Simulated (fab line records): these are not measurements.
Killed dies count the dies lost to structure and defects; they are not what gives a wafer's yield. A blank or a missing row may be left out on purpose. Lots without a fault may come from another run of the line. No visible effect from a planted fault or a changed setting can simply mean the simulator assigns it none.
One fault seen from 2 desks	flow rit cmos	every desk sees just its own numbers, and what lay behind them comes last

METROLOGY DESK
Means of the sampled wafers that have a number, per lot and without regard to the tool the lot ran on: this is what the gauges read. Any lot whose mean is over 4 standard deviations away from the usual mean is out of limits and marked OUT; that distance is given in the brackets. Only the readings that lie furthest out on some lot appear, 7 of the 14 it has.
Columns: A = PSD_RS at RIT_SDANNEAL_RS_MEAS_04, usual 115.9 ohm/sq; B = NSD_RS at RIT_SDANNEAL_RS_MEAS_05, usual 84.5 ohm/sq; C = PLDD_RS at RIT_SDANNEAL_RS_MEAS_06, usual 178.8 ohm/sq; D = CONTACT_OVL at RIT_CONTACT_OVL_MEAS_09, usual 0.2 nm; E = cd nm at RIT_CONTACT_CD_MEAS_90, usual 1000.5 nm; F = cd nm at RIT_M1_CD_MEAS_09, usual 2600.3 nm; G = M1_OVL at RIT_M1_OVL_MEAS_10, usual -0.5 nm
lot	first seen here	A	B	C	D	E	F	G
L260	day 4 13:01	116.0	84.7	178.9	-0.7	999.7	2600.5	-1.2
L263	day 5 03:37	116.0	84.7	179.0	1.2	1000.6	2599.5	0.7
L266	day 5 18:03	115.8	84.1	178.0	0.1	1001.1	2598.2	-3.0
L268	day 6 04:04	115.8	84.4	178.9	1.7	1000.0	2599.4	0.8
L269	day 6 09:10	116.3	84.5	179.3	-1.1	1000.1	2598.0	0.2
L270	day 6 14:46	115.9	84.7	178.9	0.5	1003.1	2605.9	-1.1
This desk's verdict: no lot among the 6 shows anything out of limits.

TOOL OWNER'S DESK, rtp anneal-01
The tool's own readings at RIT_SILICIDE_RTA_04 (time 10 s, ramp up 5 s, ramp down 5 s): means of the sampled wafers that have a number, for each lot that ran on this tool. Any lot whose mean is over 4 standard deviations away from the usual mean is out of limits and marked OUT; that distance is given in the brackets.
Columns: A = wafer_temp_C_max at RIT_SILICIDE_RTA_04, usual 653.3
lot	first seen here	A
L260	day 4 13:50	653.6
L266	day 5 18:52	652.7
L268	day 6 04:53	653.3
L270	day 6 15:35	652.8
This desk's verdict: no lot among the 4 shows anything out of limits.

ALL TOGETHER
At the metrology desk, nothing out of limits was observed.
The tool owner's desk saw nothing out of limits.

WHAT WAS PUT IN BY THE SIMULATOR
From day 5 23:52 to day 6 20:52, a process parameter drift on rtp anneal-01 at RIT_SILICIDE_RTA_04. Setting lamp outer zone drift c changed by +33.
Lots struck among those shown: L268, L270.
